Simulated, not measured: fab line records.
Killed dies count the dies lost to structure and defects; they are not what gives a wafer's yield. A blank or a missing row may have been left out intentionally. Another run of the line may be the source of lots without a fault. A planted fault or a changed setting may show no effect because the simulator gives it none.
fab line records ; flow rit_cmos
record lots=15; wafers=45; last_day=7
route steps=202 shown GATE@92 NLDD@109 M1@199
lots with no fault: from the same line, run without faults
start_h: hours from the record's first day to the start of the lot's first wafer shown ; wait_h: how many hours have passed since the lot's step before this one ; " identical to the entry in the row above ; L1.1+2: one row covering several wafers at once ; - value missing, or start not given ; * or withheld: withheld ; < > ~ a bound
route shown NAME@n: names a module that has steps shown in the file, with the first one's number in the route ; usual: the fault-free wafers' mean and standard deviation ; same: alike in all rows ; chamber/n: place in a boat ; sites: the reading at each site ; _std_site: their standard deviation ; _edge_site: inner sites' mean taken away from outer sites' mean ; radius_mm: for every site, how far away it sits from the centre of the wafer ; mask NAME#n: copy n ; behind: the most recent tool/chamber to have shaped the wafer ; hold: cause of the lot's hold/its duration in hours/its outcome ; device: transistor that didn't switch, given as n, p or np ; end of line: the same wafers' tests at the end of the route ; a step given without rows: its recipe and nothing more ; killed: count of dies lost to structure and defects at first sort (not the wafer's yield) ; map: a wafer's dies, x killed, . not, _ none there
set.NAME: the setting as run; set.NAME@STEP: as run at that earlier step ; model.NAME: the simulator's own value behind a step, which no gauge read
route steps across a sampled set of lots; one table per step, one row per wafer
services: when a tool's chamber went out of use (start_h, in hours from the record's first day, below 0 if earlier), for how many hours, and the reason
## steps
# step RIT_GATE_CD_MEAS_16
# recipe target_cd_nm=150
# usual cd_nm=149.8/2.4
lot.wafer;tool;chamber;start_h;wait_h;cd_nm
L348.2;cd_sem-01;-;51.13;-;149.1
L348.3;cd_sem-01;-;51.13;-;149.7
L348.6;cd_sem-01;-;51.13;-;147.9
L349.2;cd_sem-01;-;57.96;-;152.3
L349.3;cd_sem-01;-;57.96;-;151.8
L349.5;cd_sem-01;-;57.96;-;152.3
L351.3;cd_sem-01;-;64.04;-;148.6
L351.4;cd_sem-01;-;64.04;-;148.4
L351.6;cd_sem-01;-;64.04;-;145.8
L352.1;cd_sem-02;-;67.22;-;149.4
L352.3;cd_sem-02;-;67.22;-;149.4
L352.5;cd_sem-02;-;67.22;-;150.4
L353.1;cd_sem-02;-;74.72;-;148.2
L353.3;cd_sem-02;-;74.72;-;148.0
L353.4;cd_sem-02;-;74.72;-;148.3
L354.1;cd_sem-01;-;82.58;-;150.8
L354.5;cd_sem-01;-;82.58;-;150.7
L354.6;cd_sem-01;-;82.58;-;152.1
L356.1;cd_sem-02;-;88.52;-;150.6
L356.2;cd_sem-02;-;88.52;-;151.3
L356.6;cd_sem-02;-;88.52;-;150.6
L357.3;cd_sem-02;-;95.39;-;151.9
L357.4;cd_sem-02;-;95.39;-;152.5
L357.6;cd_sem-02;-;95.39;-;151.4
L359.3;cd_sem-01;-;101.60;-;146.6
L359.4;cd_sem-01;-;101.60;-;148.8
L359.5;cd_sem-01;-;101.60;-;146.9
L360.2;cd_sem-02;-;104.91;-;143.6
L360.4;cd_sem-02;-;104.91;-;146.9
L360.5;cd_sem-02;-;104.91;-;145.9
L361.1;cd_sem-02;-;113.51;-;147.3
L361.2;cd_sem-02;-;113.51;-;148.3
L361.5;cd_sem-02;-;113.51;-;149.3
L363.1;cd_sem-01;-;124.31;-;151.5
L363.3;cd_sem-01;-;124.31;-;154.0
L363.4;cd_sem-01;-;124.31;-;154.0
L364.1;cd_sem-01;-;126.02;-;147.4
L364.2;cd_sem-01;-;126.02;-;148.6
L364.4;cd_sem-01;-;126.02;-;145.5
L366.1;cd_sem-01;-;136.27;-;153.4
L366.2;cd_sem-01;-;136.27;-;153.9
L366.5;cd_sem-01;-;136.27;-;152.1
L370.2;cd_sem-02;-;155.60;-;147.6
L370.3;cd_sem-02;-;155.60;-;148.0
L370.4;cd_sem-02;-;155.60;-;148.1
# step RIT_NLDD_OVL_MEAS_06
# usual NLDD_OVL=-0.8/1.4
lot.wafer;tool;chamber;start_h;wait_h;NLDD_OVL[nm]
L348.2;overlay-02;-;60.66;-;-2.3
L348.3;overlay-02;-;60.66;-;-3.7
L348.6;overlay-02;-;60.66;-;-4.1
L349.2;overlay-02;-;64.64;-;-5.2
L349.3;overlay-02;-;64.64;-;-3.3
L349.5;overlay-02;-;64.64;-;-2.7
L351.3;overlay-02;-;70.74;-;-1.5
L351.4;overlay-02;-;70.74;-;-1.6
L351.6;overlay-02;-;70.74;-;-1.9
L352.1;overlay-01;-;73.12;-;1.3
L352.3;overlay-01;-;73.12;-;-0.6
L352.5;overlay-01;-;73.12;-;0.7
L353.1;overlay-02;-;81.59;-;0.3
L353.3;overlay-02;-;81.59;-;-1.4
L353.4;overlay-02;-;81.59;-;-1.9
L354.1;overlay-02;-;87.65;-;-0.5
L354.5;overlay-02;-;87.65;-;1.1
L354.6;overlay-02;-;87.65;-;1.3
L356.1;overlay-02;-;96.09;-;2.2
L356.2;overlay-02;-;96.09;-;3.2
L356.6;overlay-02;-;96.09;-;1.3
L357.3;overlay-01;-;100.09;-;-0.6
L357.4;overlay-01;-;100.09;-;-2.4
L357.6;overlay-01;-;100.09;-;-0.2
L359.3;overlay-02;-;107.40;-;-2.0
L359.4;overlay-02;-;107.40;-;-1.6
L359.5;overlay-02;-;107.40;-;-0.3
L360.2;overlay-01;-;111.07;-;0.5
L360.4;overlay-01;-;111.07;-;-0.7
L360.5;overlay-01;-;111.07;-;0.4
L361.1;overlay-01;-;118.81;-;-1.9
L361.2;overlay-01;-;118.81;-;-0.5
L361.5;overlay-01;-;118.81;-;-1.1
L363.1;overlay-02;-;129.12;-;0.6
L363.3;overlay-02;-;129.12;-;0.2
L363.4;overlay-02;-;129.12;-;-0.7
L364.1;overlay-02;-;131.54;-;-0.4
L364.2;overlay-02;-;131.54;-;-0.2
L364.4;overlay-02;-;131.54;-;1.9
L366.1;overlay-01;-;141.08;-;-2.3
L366.2;overlay-01;-;141.08;-;-1.9
L366.5;overlay-01;-;141.08;-;-1.6
L370.2;overlay-02;-;162.82;-;-1.5
L370.3;overlay-02;-;162.82;-;-0.8
L370.4;overlay-02;-;162.82;-;-0.6
# step RIT_NLDD_STRIP_09
# recipe chemistry=O2; time_s=180; resist=NOVOLAK; platen_temp_c=withheld; power_w=500; pressure_mtorr=4000; o2_flow_sccm=4000
# usual drypump_motor_current_A=5.9/0.39
lot.wafer;tool;chamber;start_h;wait_h;drypump_motor_current_A;rf_hours_counter_h
L348.2;plasma_asher-01;0;60.99;0.1;6.2;27
L348.3;plasma_asher-01;1;60.99;0.1;5.2;-
L348.6;plasma_asher-01;1;60.99;0.1;5.2;-
L349.2;plasma_asher-03;1;64.97;0.1;6.3;42
L349.3;plasma_asher-03;0;64.97;0.1;6.1;-
L349.5;plasma_asher-03;0;64.97;0.1;6.1;-
L351.3;plasma_asher-01;0;71.12;0.1;6.2;-
L351.4;plasma_asher-01;1;71.12;0.1;5.2;-
L351.6;plasma_asher-01;0;71.12;0.1;6.2;-
L352.1;plasma_asher-01;1;73.45;0.1;5.2;29
L352.3;plasma_asher-01;0;73.45;0.1;6.2;-
L352.5;plasma_asher-01;1;73.45;0.1;5.2;-
L353.1;plasma_asher-04;0;81.92;0.1;5.9;38
L353.3;plasma_asher-04;1;81.92;0.1;5.6;-
L353.4;plasma_asher-04;0;81.92;0.1;5.9;-
L354.1;plasma_asher-01;0;87.99;0.1;6.2;30
L354.5;plasma_asher-01;1;87.99;0.1;5.1;-
L354.6;plasma_asher-01;0;87.99;0.1;6.2;-
L356.1;plasma_asher-03;1;96.43;0.1;6.3;46
L356.2;plasma_asher-03;0;96.43;0.1;6.1;46
L356.6;plasma_asher-03;1;96.43;0.1;6.3;-
L357.3;plasma_asher-04;1;100.48;0.1;5.6;-
L357.4;plasma_asher-04;0;100.48;0.1;5.9;-
L357.6;plasma_asher-04;1;100.48;0.1;5.6;-
L359.3;plasma_asher-04;1;107.78;0.1;5.6;-
L359.4;plasma_asher-04;0;107.78;0.1;5.9;-
L359.5;plasma_asher-04;0;107.78;0.1;5.9;-
L360.2;plasma_asher-03;1;111.40;0.1;6.4;48
L360.4;plasma_asher-03;0;111.40;0.1;6.1;-
L360.5;plasma_asher-03;1;111.40;0.1;6.4;-
L361.1;plasma_asher-04;0;119.15;0.1;5.9;42
L361.2;plasma_asher-04;1;119.15;0.1;5.6;42
L361.5;plasma_asher-04;1;119.15;0.1;5.6;-
L363.1;plasma_asher-04;1;129.46;0.1;5.6;43
L363.3;plasma_asher-04;1;129.46;0.1;5.6;-
L363.4;plasma_asher-04;0;129.46;0.1;5.9;-
L364.1;plasma_asher-01;0;131.88;0.1;6.2;36
L364.2;plasma_asher-01;1;131.88;0.1;5.2;36
L364.4;plasma_asher-01;0;131.88;0.1;6.2;-
L366.1;plasma_asher-04;0;141.42;0.1;5.9;45
L366.2;plasma_asher-04;1;141.42;0.1;5.6;45
L366.5;plasma_asher-04;0;141.42;0.1;5.8;-
L370.2;plasma_asher-01;1;163.15;0.1;5.2;39
L370.3;plasma_asher-01;1;163.15;0.1;5.2;-
L370.4;plasma_asher-01;0;163.15;0.1;6.2;-
# step RIT_M1_CD_MEAS_90
# recipe target_cd_nm=2600
# usual cd_nm=2602/3.7
lot.wafer;tool;chamber;start_h;wait_h;cd_nm
L348.2;cd_sem-02;-;76.09;0.1;2605
L348.3;cd_sem-02;-;76.09;0.1;2605
L348.6;cd_sem-02;-;76.09;0.1;2603
L349.2;cd_sem-01;-;78.70;0.1;2599
L349.3;cd_sem-01;-;78.70;0.1;2601
L349.5;cd_sem-01;-;78.70;0.1;2601
L351.3;cd_sem-02;-;84.78;0.1;2609
L351.4;cd_sem-02;-;84.78;0.1;2609
L351.6;cd_sem-02;-;84.78;0.1;2608
L352.1;cd_sem-01;-;87.76;0.1;2597
L352.3;cd_sem-01;-;87.76;0.1;2594
L352.5;cd_sem-01;-;87.76;0.1;2595
L353.1;cd_sem-01;-;95.26;0.1;2604
L353.3;cd_sem-01;-;95.26;0.1;2604
L353.4;cd_sem-01;-;95.26;0.1;2602
L354.1;cd_sem-02;-;101.53;0.1;2606
L354.5;cd_sem-02;-;101.53;0.1;2605
L354.6;cd_sem-02;-;101.53;0.1;2605
L356.1;cd_sem-01;-;110.00;0.1;2599
L356.2;cd_sem-01;-;110.00;0.1;2605
L356.6;cd_sem-01;-;110.00;0.1;2604
L357.3;cd_sem-02;-;115.05;0.1;2601
L357.4;cd_sem-02;-;115.05;0.1;2599
L357.6;cd_sem-02;-;115.05;0.1;2601
L359.3;cd_sem-01;-;121.04;0.1;2604
L359.4;cd_sem-01;-;121.04;0.1;2605
L359.5;cd_sem-01;-;121.04;0.1;2607
L360.2;cd_sem-01;-;125.12;0.1;2603
L360.4;cd_sem-01;-;125.12;0.1;2601
L360.5;cd_sem-01;-;125.12;0.1;2601
L361.1;cd_sem-02;-;132.47;0.1;2604
L361.2;cd_sem-02;-;132.47;0.1;2605
L361.5;cd_sem-02;-;132.47;0.1;2603
L363.1;cd_sem-02;-;143.34;0.1;2600
L363.3;cd_sem-02;-;143.34;0.1;2600
L363.4;cd_sem-02;-;143.34;0.1;2602
L364.1;cd_sem-01;-;145.76;0.1;2609
L364.2;cd_sem-01;-;145.76;0.1;2607
L364.4;cd_sem-01;-;145.76;0.1;2606
L366.1;cd_sem-02;-;155.70;0.2;2604
L366.2;cd_sem-02;-;155.70;0.2;2607
L366.5;cd_sem-02;-;155.70;0.2;2606
L370.2;cd_sem-02;-;177.78;0.1;2605
L370.3;cd_sem-02;-;177.78;0.1;2604
L370.4;cd_sem-02;-;177.78;0.1;2599
# step RIT_M1_PROBE_99
# usual killed_at_M0_to_M3=0.0/0.16; killed_at_contacts=0.1/0.24; killed_at_front_end=7/3.2; killed_dies=7/3.2; killed_on_rim=2.0/1.5; killed_open=3.4/2; killed_short=3.5/2.2
# same gross_dies=264; killed_at_M4_up=0; killed_at_back_side=0; killed_at_other=0
lot.wafer;tool;chamber;start_h;wait_h;hold;killed_at_M0_to_M3;killed_at_contacts;killed_at_front_end;killed_dies;killed_on_rim;killed_open;killed_short
L348.2;prober-02;-;77.86;0.1;-;0;0;7;7;3;2;5
L348.3;prober-02;-;77.91;0.2;-;0;0;10;10;1;5;5
L348.6;prober-02;-;78.06;0.2;-;0;0;8;8;2;1;7
L349.2;prober-02;-;80.47;0.1;-;0;0;8;8;4;5;3
L349.3;prober-02;-;80.52;0.2;-;0;0;6;6;0;4;2
L349.5;prober-02;-;80.62;0.2;-;0;0;6;6;0;2;4
L351.3;prober-02;-;86.58;0.2;-;0;0;8;8;2;5;3
L351.4;prober-02;-;86.63;0.2;-;0;0;11;11;2;5;6
L351.6;prober-02;-;86.73;0.2;-;0;0;12;12;2;6;6
L352.1;prober-01;-;89.50;0.1;-;0;0;5;5;2;3;2
L352.3;prober-01;-;89.60;0.2;-;0;0;6;6;2;2;4
L352.5;prober-01;-;89.70;0.2;-;0;1;3;4;1;3;1
L353.1;prober-02;-;97.00;0.1;-;0;0;8;8;3;2;6
L353.3;prober-02;-;97.10;0.2;-;0;0;12;12;3;6;6
L353.4;prober-02;-;97.15;0.2;-;0;0;10;10;3;4;6
L354.1;prober-01;-;103.27;0.1;-;0;0;6;6;0;3;3
L354.5;prober-01;-;103.47;0.2;-;0;0;9;9;3;5;4
L354.6;prober-01;-;103.52;0.2;-;0;0;7;7;1;5;2
L356.1;prober-01;-;111.74;0.1;-;0;0;5;5;1;3;2
L356.2;prober-01;-;111.79;0.1;-;0;0;8;8;3;4;4
L356.6;prober-01;-;111.99;0.2;-;0;0;7;7;2;3;4
L357.3;prober-02;-;116.85;0.2;-;0;0;5;5;1;2;3
L357.4;prober-02;-;116.90;0.2;-;0;0;5;5;1;3;2
L357.6;prober-02;-;117.00;0.2;-;0;0;5;5;1;3;2
L359.3;prober-02;-;123.49;0.2;-;0;0;5;5;1;3;2
L359.4;prober-02;-;123.54;0.2;-;0;0;6;6;2;3;3
L359.5;prober-02;-;123.59;0.2;-;0;0;6;6;2;5;1
L360.2;prober-01;-;126.89;0.1;-;0;0;9;9;1;3;6
L360.4;prober-01;-;126.99;0.2;-;0;0;7;7;1;3;4
L360.5;prober-01;-;127.04;0.2;-;0;0;8;8;3;4;4
L361.1;prober-02;-;134.21;0.1;await_dispo/6.8h/release;0;0;27;27;8;2;4
L361.2;prober-02;-;134.26;0.1;await_dispo/6.8h/release;0;0;8;8;2;2;6
L361.5;prober-02;-;134.41;0.2;await_dispo/6.8h/release;0;0;6;6;2;5;1
L363.1;prober-02;-;145.08;0.1;await_dispo/3.1h/release;0;0;7;7;3;2;5
L363.3;prober-02;-;145.18;0.2;await_dispo/3.1h/release;0;0;5;5;2;1;4
L363.4;prober-02;-;145.23;0.2;await_dispo/3.1h/release;1;0;36;37;12;10;6
L364.1;prober-01;-;147.50;0.1;-;0;0;8;8;4;4;4
L364.2;prober-01;-;147.55;0.1;-;0;0;5;5;5;4;1
L364.4;prober-01;-;147.65;0.2;-;0;0;13;13;7;9;4
L366.1;prober-01;-;157.44;0.1;await_dispo/3.7h/release;0;0;25;25;12;4;0
L366.2;prober-01;-;157.49;0.1;await_dispo/3.7h/release;0;0;2;2;0;1;1
L366.5;prober-01;-;157.64;0.2;await_dispo/3.7h/release;0;0;26;26;8;0;3
L370.2;prober-01;-;179.55;0.1;-;0;0;8;8;5;1;7
L370.3;prober-01;-;179.60;0.2;-;0;0;2;2;1;2;0
L370.4;prober-01;-;179.65;0.2;-;0;0;3;3;0;2;1
# killed by level:class
L348.2 GATE:geometric_particle:short=2 SILICIDE:geometric_particle:short=2 SPACER:geometric_particle:open=1 SPACER:geometric_particle:short=1 SILICIDE:geometric_particle:open=1
L348.3 GATE:geometric_particle:open=3 SPACER:geometric_particle:short=2 FOX1:geometric_particle:short=1 FOX2:geometric_particle:short=1 REOX:geometric_particle:open=1 SPACER:geometric_particle:open=1 SILICIDE:geometric_particle:short=1
L348.6 REOX:geometric_particle:short=3 GATE:geometric_particle:short=2 FOX2:geometric_particle:open=1 FOX2:geometric_particle:short=1 SILICIDE:geometric_particle:short=1
L349.2 GATE:geometric_particle:short=2 SPACER:geometric_particle:open=2 FOX1:geometric_particle:open=1 FOX1:geometric_particle:short=1 GATE:geometric_particle:open=1 SILICIDE:geometric_particle:open=1
L349.3 SILICIDE:geometric_particle:open=2 FOX2:geometric_particle:open=1 GATE:geometric_particle:short=1 SPACER:geometric_particle:open=1 SILICIDE:geometric_particle:short=1
L349.5 GATE:geometric_particle:short=3 GATE:geometric_particle:open=2 SPACER:geometric_particle:short=1
L351.3 GATE:geometric_particle:short=2 GATE:geometric_particle:open=2 FOX1:geometric_particle:open=1 FOX2:geometric_particle:open=1 REOX:geometric_particle:open=1 SPACER:geometric_particle:short=1
L351.4 SPACER:geometric_particle:short=3 FOX2:geometric_particle:short=2 SPACER:geometric_particle:open=2 GATE:geometric_particle:short=1 GATE:geometric_particle:open=1 REOX:geometric_particle:open=1 SILICIDE:geometric_particle:open=1
L351.6 SPACER:geometric_particle:open=4 SILICIDE:geometric_particle:short=3 FOX1:geometric_particle:open=1 FOX2:geometric_particle:short=1 GATE:geometric_particle:open=1 REOX:geometric_particle:short=1 SPACER:geometric_particle:short=1
L352.1 FOX1:geometric_particle:short=1 FOX1:geometric_particle:open=1 GATE:geometric_particle:short=1 GATE:geometric_particle:open=1 SPACER:geometric_particle:open=1
L352.3 SILICIDE:geometric_particle:short=3 FOX2:geometric_particle:open=1 REOX:geometric_particle:short=1 SILICIDE:geometric_particle:open=1
L352.5 FOX1:geometric_particle:short=1 SPACER:geometric_particle:open=1 SILICIDE:geometric_particle:open=1 CONTACT:geometric_particle:open=1
L353.1 GATE:geometric_particle:short=4 GATE:geometric_particle:open=2 FOX2:geometric_particle:short=1 REOX:geometric_particle:short=1
L353.3 GATE:geometric_particle:open=6 GATE:geometric_particle:short=3 REOX:geometric_particle:short=1 SPACER:geometric_particle:short=1 SILICIDE:geometric_particle:short=1
L353.4 GATE:geometric_particle:short=3 FOX1:geometric_particle:short=2 GATE:geometric_particle:open=2 FOX2:geometric_particle:open=1 REOX:geometric_particle:open=1 REOX:geometric_particle:short=1
L354.1 SPACER:geometric_particle:short=2 FOX1:geometric_particle:open=1 GATE:geometric_particle:short=1 SPACER:geometric_particle:open=1 SILICIDE:geometric_particle:open=1
L354.5 GATE:geometric_particle:short=3 GATE:geometric_particle:open=2 SPACER:geometric_particle:open=2 FOX1:geometric_particle:short=1 FOX2:geometric_particle:open=1
L354.6 GATE:geometric_particle:open=3 FOX2:geometric_particle:short=1 REOX:geometric_particle:open=1 SPACER:geometric_particle:open=1 SPACER:geometric_particle:short=1
L356.1 GATE:geometric_particle:short=2 GATE:geometric_particle:open=1 REOX:geometric_particle:open=1 SILICIDE:geometric_particle:open=1
L356.2 REOX:geometric_particle:open=3 FOX1:geometric_particle:short=1 FOX2:geometric_particle:short=1 GATE:geometric_particle:short=1 SILICIDE:geometric_particle:short=1 SILICIDE:geometric_particle:open=1
L356.6 REOX:geometric_particle:open=3 GATE:geometric_particle:short=2 REOX:geometric_particle:short=1 SILICIDE:geometric_particle:short=1
L357.3 FOX1:geometric_particle:short=1 FOX2:geometric_particle:short=1 GATE:geometric_particle:open=1 REOX:geometric_particle:open=1 SPACER:geometric_particle:short=1
L357.4 FOX2:geometric_particle:open=1 GATE:geometric_particle:open=1 GATE:geometric_particle:short=1 SPACER:geometric_particle:short=1 SPACER:geometric_particle:open=1
L357.6 SILICIDE:geometric_particle:open=2 GATE:geometric_particle:short=1 GATE:geometric_particle:open=1 REOX:geometric_particle:short=1
L359.3 FOX2:geometric_particle:open=1 FOX2:geometric_particle:short=1 GATE:geometric_particle:open=1 GATE:geometric_particle:short=1 SILICIDE:geometric_particle:open=1
L359.4 FOX2:geometric_particle:short=2 FOX1:geometric_particle:open=1 SPACER:geometric_particle:open=1 SILICIDE:geometric_particle:open=1 SILICIDE:geometric_particle:short=1
L359.5 FOX2:geometric_particle:open=2 SPACER:geometric_particle:open=2 GATE:geometric_particle:short=1 GATE:geometric_particle:open=1
L360.2 REOX:geometric_particle:short=2 SILICIDE:geometric_particle:short=2 FOX1:geometric_particle:open=1 GATE:geometric_particle:short=1 REOX:geometric_particle:open=1 SPACER:geometric_particle:short=1 SILICIDE:geometric_particle:open=1
L360.4 SPACER:geometric_particle:open=2 FOX1:geometric_particle:short=1 GATE:geometric_particle:short=1 REOX:geometric_particle:short=1 SPACER:geometric_particle:short=1 SILICIDE:geometric_particle:open=1
L360.5 GATE:geometric_particle:open=2 FOX1:geometric_particle:short=1 GATE:geometric_particle:short=1 REOX:geometric_particle:open=1 REOX:geometric_particle:short=1 SILICIDE:geometric_particle:short=1 SILICIDE:geometric_particle:open=1
L361.1 NLDD:unspecified=21 FOX2:geometric_particle:short=1 GATE:geometric_particle:open=1 GATE:geometric_particle:short=1 SPACER:geometric_particle:short=1 SPACER:geometric_particle:open=1 SILICIDE:geometric_particle:short=1
L361.2 REOX:geometric_particle:short=3 GATE:geometric_particle:open=1 GATE:geometric_particle:short=1 SILICIDE:geometric_particle:short=1 REOX:geometric_particle:open=1 SPACER:geometric_particle:short=1
L361.5 FOX1:geometric_particle:open=2 GATE:geometric_particle:open=1 GATE:geometric_particle:short=1 SPACER:geometric_particle:open=1 SILICIDE:geometric_particle:open=1
L363.1 FOX1:geometric_particle:short=2 GATE:geometric_particle:short=2 REOX:geometric_particle:open=1 SILICIDE:geometric_particle:short=1 SILICIDE:geometric_particle:open=1
L363.3 REOX:geometric_particle:short=2 FOX2:geometric_particle:short=1 FOX1:geometric_particle:short=1 REOX:geometric_particle:open=1
L363.4 NLDD:unspecified=21 REOX:geometric_particle:open=4 FOX1:geometric_particle:short=3 FOX1:geometric_particle:open=3 GATE:geometric_particle:open=2 GATE:geometric_particle:short=1 SPACER:geometric_particle:short=1 SILICIDE:geometric_particle:open=1
L364.1 FOX1:geometric_particle:open=2 FOX2:geometric_particle:short=2 GATE:geometric_particle:short=1 REOX:geometric_particle:open=1 REOX:geometric_particle:short=1 SPACER:geometric_particle:open=1
L364.2 GATE:geometric_particle:open=3 FOX1:geometric_particle:open=1 SILICIDE:geometric_particle:short=1
L364.4 REOX:geometric_particle:open=3 FOX2:geometric_particle:open=2 GATE:geometric_particle:short=2 GATE:geometric_particle:open=2 FOX1:geometric_particle:open=1 REOX:geometric_particle:short=1 SILICIDE:geometric_particle:open=1 SILICIDE:geometric_particle:short=1
L366.1 NLDD:unspecified=21 GATE:geometric_particle:open=2 FOX2:geometric_particle:open=1 SPACER:geometric_particle:open=1
L366.2 FOX1:geometric_particle:open=1 REOX:geometric_particle:short=1
L366.5 NLDD:unspecified=23 REOX:geometric_particle:short=1 SPACER:geometric_particle:short=1 SILICIDE:geometric_particle:short=1
L370.2 GATE:geometric_particle:short=5 FOX1:geometric_particle:short=2 GATE:geometric_particle:open=1
L370.3 FOX2:geometric_particle:open=1 GATE:geometric_particle:open=1
L370.4 FOX2:geometric_particle:short=1 REOX:geometric_particle:open=1 STARTING-WAFER:geometric_particle:open=1
## services
tool;chamber;start_h;hours;kind
plasma_asher-04;-;46.63;28.1;pm
plasma_asher-04;-;86.48;2.8;pm
plasma_asher-01;-;114.96;0.6;repair
plasma_asher-03;-;121.60;2.2;repair
## key
first_sign step=RIT_M1_PROBE_99; reading=killed_dies; direction=up; sigmas=6.8; usual=7; struck=29
effect step=RIT_M1_PROBE_99; reading=killed_at_front_end; direction=up; sigmas=6.7; usual=7; struck=28
met_at RIT_NLDD_STRIP_09
struck_lots L361,L363,L366
struck_wafers L361.1,L363.4,L366.1,L366.5
tester_left_out L361,L363,L366
not_acting_at RIT_GATE_CD_MEAS_16,RIT_NLDD_OVL_MEAS_06,RIT_M1_CD_MEAS_90
onset_between 107.78 119.15
fault kind=chamber_particle_source; tool=plasma_asher-04; chamber=0; onset_h=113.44; steps=RIT_NLDD_STRIP_09; rate_per_visit_cm2=0.91075; end_h=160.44
# tester_left_out: of these lots the tester's yield and bins aren't shown, on N5 and GAA mostly nor the transistor test; their killed dies are dies lost to structure and defects alone, not to doping, threshold or leakage, so they don't give the yield
